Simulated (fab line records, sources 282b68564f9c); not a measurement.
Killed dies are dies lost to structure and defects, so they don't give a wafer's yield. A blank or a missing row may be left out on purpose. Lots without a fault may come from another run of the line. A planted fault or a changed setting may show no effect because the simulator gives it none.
fab line records | flow rit_cmos
record lots=14 wafers=42 last_day=7
route steps=202 shown PWELL@48 PSD@152 CONTACT@175 M1@198
lots that met no fault: from a run of the same line without faults
start_h: hours from the record's first day to the start of the lot's first wafer shown | wait_h: hours since the lot's step before | " the same as in the row above | L1.1+2: a row that stands for several wafers | - no value, or no start given | * or withheld: withheld | < > ~ a bound
route shown NAME@n: a module of which the file shows steps, and the number in the route of the first | usual: mean/standard deviation of fault-free wafers | same: alike in all rows | chamber/n: place in a boat | sites: the reading at each site | _std_site: their standard deviation | _edge_site: outer sites' mean less inner sites' | radius_mm: how far each site lies from the wafer's centre | mask NAME#n: copy n | behind: the tool/chamber that last shaped the wafer | hold: why the lot was held/for how many hours/how that ended | device: the transistor (n, p or np) that didn't switch | end of line: the same wafers' tests at the end of the route | a step without rows: its recipe alone | killed: dies lost to structure and defects at the first sort, not the wafer's yield | map: a wafer's dies, x killed, . not, _ none there
set.NAME: the setting as run; set.NAME@STEP: as run at that earlier step | model.NAME: the simulator's own value behind a step, which no gauge read
steps of the route over a sample of lots; a table a step, a row a wafer
services: from which hour (start_h, from the record's first day; less than 0 if before it) a tool's chamber was out of use, for how many hours, and why
## steps
# step RIT_PWELL_STRIP_09
# recipe chemistry=O2 time_s=180 resist=NOVOLAK platen_temp_c=withheld power_w=500 pressure_mtorr=4000 o2_flow_sccm=4000
# usual drypump_motor_current_A=5.6/0.37
# columns lot.wafer tool chamber start_h wait_h drypump_motor_current_A rf_hours_counter_h
L322.2 plasma_asher-03 0 23.28 0.1 5.2 37
L322.4 " 1 " " 5.4 -
L322.5 " 0 " " 5.1 -
L324.1 plasma_asher-01 0 34.55 0.1 5.9 40
L324.3 " 1 " " 5.8 -
L324.5 " 1 " " 5.8 -
L325.2 plasma_asher-04 0 40.01 0.1 6.1 25
L325.3 " 1 " " 5.3 -
L325.6 " 1 " " 5.3 -
L326.4 plasma_asher-03 0 44.15 0.1 5.1 -
L326.5 " 1 " " 5.5 -
L326.6 " 0 " " 5.1 -
L328.4 plasma_asher-01 0 53.54 0.1 5.9 -
L328.5 " 1 " " 5.8 -
L328.6 " 0 " " 5.9 -
L329.1 plasma_asher-03 0 62.61 0.1 5.2 41
L329.3 " 0 " " 5.1 -
L329.6 " 0 " " 5.1 -
L330.2 plasma_asher-01 1 65.62 0.1 5.8 43
L330.5 " 1 " " 5.8 -
L330.6 " 0 " " 5.9 -
L332.4 plasma_asher-03 1 75.04 0.1 5.5 -
L332.5 " 0 " " 5.2 -
L332.6 " 1 " " 5.5 -
L333.1 plasma_asher-03 0 79.07 0.1 5.1 43
L333.3 " 0 " " 5.2 -
L333.5 " 0 " " 5.1 -
L335.1 plasma_asher-03 0 88.81 0.1 5.1 44
L335.2 " 1 " " 5.5 44
L335.6 " 1 " " 5.5 -
L339.2 plasma_asher-04 0 110.32 0.1 6.1 32
L339.4 " 0 " " 6.1 -
L339.5 " 1 " " 5.3 -
L340.1 plasma_asher-03 1 114.91 0.1 5.5 47
L340.2 " 0 " " 5.1 47
L340.4 " 0 " " 5.1 -
L342.2 plasma_asher-01 1 123.12 0.1 5.8 1
L342.3 " 0 " " 5.9 -
L342.5 " 0 " " 5.9 -
L343.2 plasma_asher-03 0 128.27 0.1 5.1 49
L343.5 " 1 " " 5.5 -
L343.6 " 0 " " 5.1 -
# step RIT_PSD_TW_MEAS_10
# usual PSD_TW=3427/20
# columns lot.wafer tool chamber start_h wait_h PSD_TW
L322.2 film_metro-02 - 50.99 0.1 3463
L322.4 " - " " 3436
L322.5 " - " " 3426
L324.1 film_metro-04 - 65.94 0.1 3456
L324.3 " - " " 3453
L324.5 " - " " 3435
L325.2 film_metro-03 - 69.44 0.1 3414
L325.3 " - " " 3423
L325.6 " - " " 3401
L326.4 film_metro-02 - 77.35 0.1 3445
L326.5 " - " " 3448
L326.6 " - " " 3420
L328.4 film_metro-02 - 81.34 0.1 3441
L328.5 " - " " 3450
L328.6 " - " " 3465
L329.1 film_metro-02 - 90.40 0.1 3425
L329.3 " - " " 3450
L329.6 " - " " 3439
L330.2 film_metro-03 - 95.51 0.1 3397
L330.5 " - " " 3379
L330.6 " - " " 3402
L332.4 film_metro-02 - 106.34 0.1 3410
L332.5 " - " " 3423
L332.6 " - " " 3411
L333.1 film_metro-02 - 111.04 0.1 3424
L333.3 " - " " 3415
L333.5 " - " " 3420
L335.1 film_metro-03 - 118.42 0.1 3414
L335.2 " - " " 3393
L335.6 " - " " 3398
L339.2 film_metro-03 - 137.03 0.1 3412
L339.4 " - " " 3428
L339.5 " - " " 3409
L340.1 film_metro-04 - 143.77 0.1 3441
L340.2 " - " " 3436
L340.4 " - " " 3450
L342.2 film_metro-04 - 150.89 0.1 3454
L342.3 " - " " 3450
L342.5 " - " " 3445
L343.2 film_metro-03 - 161.71 0.1 3426
L343.5 " - " " 3416
L343.6 " - " " 3423
# step RIT_CONTACT_DEVELOP_07
# recipe resist=NOVOLAK develop_time_s=120 dev_temp_c=23
# columns lot.wafer tool chamber start_h wait_h
L322.2+4+5 litho_track-03 0 53 -
L324.1+3+5 litho_track-04 0 68 -
L325.2+3+6 litho_track-04 0 71 -
L326.4+5+6 litho_track-02 0 79 -
L328.4+5+6 litho_track-03 0 83 -
L329.1+3+6 litho_track-03 0 92 -
L330.2+5+6 litho_track-03 0 98 -
L332.4+5+6 litho_track-02 0 108 -
L333.1+3+5 litho_track-03 0 113 -
L335.1+2+6 litho_track-04 0 121 -
L339.2+4+5 litho_track-04 0 139 -
L340.1+2+4 litho_track-03 0 146 -
L342.2+3+5 litho_track-04 0 153 -
L343.2+5+6 litho_track-02 0 164 -
# step RIT_CONTACT_CD_MEAS_08
# recipe target_cd_nm=1000
# usual cd_nm=1000.1/2.7
# columns lot.wafer tool chamber start_h wait_h hold cd_nm
L322.2 cd_sem-02 - 53.67 - - 1001.8
L322.4 " - " " - 1001.3
L322.5 " - " " - 1001.7
L324.1 cd_sem-02 - 68.77 - - 1002.1
L324.3 " - " " - 1003.3
L324.5 " - " " - 1003.3
L325.2 cd_sem-02 - 72.17 - - 997.1
L325.3 " - " " - 999.5
L325.6 " - " " - 998.6
L326.4 cd_sem-02 - 80.00 - - 1004.0
L326.5 " - " " - 1003.4
L326.6 " - " " - 1003.5
L328.4 cd_sem-02 - 83.96 - - 996.4
L328.5 " - " " - 997.2
L328.6 " - " " - 997.5
L329.1 cd_sem-02 - 92.98 - - 1002.7
L329.3 " - " " - 999.5
L329.6 " - " " - 999.1
L330.2 cd_sem-02 - 98.29 - - 1000.2
L330.5 " - " " - 998.0
L330.6 " - " " - 1000.4
L332.4 cd_sem-02 - 108.93 - - 995.2
L332.5 " - " " - 997.2
L332.6 " - " " - 994.9
L333.1 cd_sem-01 - 113.78 - await_dispo/0.2h/release 1014.5
L333.3 " - " " await_dispo/0.2h/release 1013.7
L333.5 " - " " await_dispo/0.2h/release 1015.0
L333.1 cd_sem-01 - 114.07 0.3 - 1014.5
L333.3 " - " " - 1013.4
L333.5 " - " " - 1015.2
L335.1 cd_sem-01 - 121.25 - - 995.5
L335.2 " - " " - 998.0
L335.6 " - " " - 997.9
L339.2 cd_sem-02 - 139.81 - - 999.5
L339.4 " - " " - 999.4
L339.5 " - " " - 998.8
L340.1 cd_sem-01 - 146.60 - await_dispo/0.2h/release 1011.8
L340.2 " - " " await_dispo/0.2h/release 1009.9
L340.4 " - " " await_dispo/0.2h/release 1011.1
L340.1 cd_sem-01 - 146.88 0.3 - 1011.8
L340.2 " - " " - 1010.0
L340.4 " - " " - 1011.0
L342.2 cd_sem-01 - 153.65 - - 1003.2
L342.3 " - " " - 1001.8
L342.5 " - " " - 1002.7
L343.2 cd_sem-01 - 164.44 - - 1003.8
L343.5 " - " " - 1003.6
L343.6 " - " " - 1003.1
# step RIT_M1_STRIP_14
# recipe chemistry=O2 time_s=180 platen_temp_c=withheld power_w=500 pressure_mtorr=4000 o2_flow_sccm=4000
# usual drypump_motor_current_A=5.4/0.38
# columns lot.wafer tool chamber start_h wait_h drypump_motor_current_A rf_hours_counter_h
L322.2 plasma_asher-02 1 57.02 0.0 4.9 40
L322.4 " 1 " " 4.9 -
L322.5 " 1 " " 4.9 -
L324.1 plasma_asher-02 1 72.26 0.0 4.9 42
L324.3 " 0 " " 5.6 -
L324.5 " 0 " " 5.6 -
L325.2 plasma_asher-04 0 75.65 0.0 6.1 28
L325.3 " 0 " " 6.1 -
L325.6 " 1 " " 5.3 -
L326.4 plasma_asher-03 1 83.39 0.1 5.5 -
L326.5 " 1 " " 5.5 -
L326.6 " 0 " " 5.1 -
L328.4 plasma_asher-03 1 87.32 0.1 5.5 -
L328.5 " 1 " " 5.5 -
L328.6 " 0 " " 5.2 -
L329.1 plasma_asher-02 0 96.32 0.0 5.6 44
L329.3 " 0 " " 5.6 -
L329.6 " 0 " " 5.6 -
L330.2 plasma_asher-02 1 101.51 0.0 4.9 45
L330.5 " 0 " " 5.6 -
L330.6 " 1 " " 4.9 -
L332.4 plasma_asher-02 1 112.27 0.1 4.9 -
L332.5 " 0 " " 5.6 -
L332.6 " 1 " " 4.9 -
L335.1 plasma_asher-03 1 124.50 0.0 5.4 49
L335.2 " 0 " " 5.1 49
L335.6 " 0 " " 5.1 -
L333.1 plasma_asher-03 0 124.87 0.0 5.1 48
L333.3 " 0 " " 5.2 -
L333.5 " 0 " " 5.1 -
L339.2 plasma_asher-02 1 143.29 0.0 4.9 48
L339.4 " 1 " " 4.9 -
L339.5 " 1 " " 4.9 -
L340.1 plasma_asher-03 0 154.48 0.0 5.1 51
L340.2 " 1 " " 5.5 51
L340.4 " 1 " " 5.5 -
L342.2 plasma_asher-04 0 157.08 0.0 6.1 38
L342.3 " 1 " " 5.3 -
L342.5 " 0 " " 6.1 -
L343.2 plasma_asher-03 0 167.86 0.0 5.1 53
L343.5 " 0 " " 5.1 -
L343.6 " 1 " " 5.5 -
# step RIT_M1_PROBE_99
# usual killed_at_front_end=7/3.1 killed_dies=7/3.1 killed_open=3.5/2 killed_short=3.3/2
# same gross_dies=264 killed_at_M0_to_M3=0 killed_at_M4_up=0 killed_at_back_side=0 killed_at_contacts=0 killed_at_other=0
# columns lot.wafer tool chamber start_h wait_h killed_at_front_end killed_dies killed_open killed_short
L330.2 prober-02 - 103.47 0.1 4 4 3 1
L330.5 prober-02 - 103.62 0.2 8 8 4 4
L330.6 prober-02 - 103.67 0.2 4 4 2 2
L333.1 prober-01 - 126.79 0.1 5 5 1 4
L333.3 prober-01 - 126.89 0.2 10 10 3 7
L333.5 prober-01 - 126.99 0.2 4 4 2 2
L339.2 prober-01 - 146.04 0.1 10 10 7 3
L339.4 prober-01 - 146.14 0.2 3 3 2 1
L339.5 prober-01 - 146.19 0.2 7 7 3 4
L340.1 prober-02 - 156.40 0.1 7 7 2 5
L340.2 prober-02 - 156.45 0.1 8 8 1 7
L340.4 prober-02 - 156.55 0.2 3 3 1 2
L343.2 prober-01 - 169.82 0.1 5 5 1 4
L343.5 prober-01 - 169.97 0.2 3 3 1 2
L343.6 prober-01 - 170.02 0.2 1 1 0 1
# killed by level:class
L330.2 GATE:geometric_particle:open=1 REOX:geometric_particle:short=1 REOX:geometric_particle:open=1 SPACER:geometric_particle:open=1
L330.5 GATE:geometric_particle:short=2 GATE:geometric_particle:open=2 FOX2:geometric_particle:short=1 REOX:geometric_particle:short=1 REOX:geometric_particle:open=1 SILICIDE:geometric_particle:open=1
L330.6 FOX1:geometric_particle:short=1 GATE:geometric_particle:open=1 SPACER:geometric_particle:open=1 SPACER:geometric_particle:short=1
L333.1 REOX:geometric_particle:short=2 GATE:geometric_particle:short=1 SPACER:geometric_particle:short=1 SILICIDE:geometric_particle:open=1
L333.3 GATE:geometric_particle:short=4 GATE:geometric_particle:open=2 REOX:geometric_particle:short=2 FOX1:geometric_particle:open=1 SILICIDE:geometric_particle:short=1
L333.5 FOX1:geometric_particle:short=1 FOX2:geometric_particle:open=1 GATE:geometric_particle:short=1 GATE:geometric_particle:open=1
L339.2 GATE:geometric_particle:open=4 GATE:geometric_particle:short=2 FOX2:geometric_particle:open=1 REOX:geometric_particle:open=1 SPACER:geometric_particle:open=1 SILICIDE:geometric_particle:short=1
L339.4 GATE:geometric_particle:open=2 GATE:geometric_particle:short=1
L339.5 FOX1:geometric_particle:short=2 GATE:geometric_particle:open=2 GATE:geometric_particle:short=2 REOX:geometric_particle:open=1
L340.1 REOX:geometric_particle:short=4 SPACER:geometric_particle:open=2 SPACER:geometric_particle:short=1
L340.2 SPACER:geometric_particle:short=4 FOX1:geometric_particle:short=1 GATE:geometric_particle:short=1 REOX:geometric_particle:open=1 REOX:geometric_particle:short=1
L340.4 GATE:geometric_particle:short=2 REOX:geometric_particle:open=1
L343.2 GATE:geometric_particle:short=3 GATE:geometric_particle:open=1 SPACER:geometric_particle:short=1
L343.5 GATE:geometric_particle:short=1 SPACER:geometric_particle:short=1 SPACER:geometric_particle:open=1
L343.6 FOX1:geometric_particle:short=1
## services
# columns tool chamber start_h hours kind
plasma_asher-02 - 75.76 0.5 repair
plasma_asher-01 - 81.88 3.2 repair
plasma_asher-01 - 108.75 9.0 pm
plasma_asher-01 0 108.75 9.0 vent_cycle
plasma_asher-01 1 108.75 9.0 vent_cycle
plasma_asher-01 - 110.76 0.7 repair
plasma_asher-01 0 117.75 - clean
plasma_asher-01 1 117.75 - clean
plasma_asher-02 - 124.14 9.8 repair
## key
first_sign step=RIT_CONTACT_CD_MEAS_08 reading=visit direction=added through=control_loop
effect step=RIT_CONTACT_CD_MEAS_08 reading=cd_nm direction=up sigmas=4.6 usual=1000.1 struck=1012.7 through=control_loop
met_at RIT_CONTACT_DEVELOP_07
struck_lots L333,L340
tester_left_out L333,L340
loop_trim step=RIT_CONTACT_EXPOSE_05 setting=dose lots=L340
not_acting_at RIT_PWELL_STRIP_09,RIT_PSD_TW_MEAS_10,RIT_M1_STRIP_14
onset_between 98 113
fault kind=process_parameter_drift tool=litho_track-03 chamber=- onset_h=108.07 steps=RIT_CONTACT_DEVELOP_07 channel=develop_time_s offset=* shape=step end_h=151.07 acts_in=* stated=*
# tester_left_out: of these lots the tester's yield and bins aren't shown, on N5 and GAA mostly nor the transistor test; their killed dies are dies lost to structure and defects alone, not to doping, threshold or leakage, so they don't give the yield
# loop_trim: a control loop set the setting to another value than it would have without faults
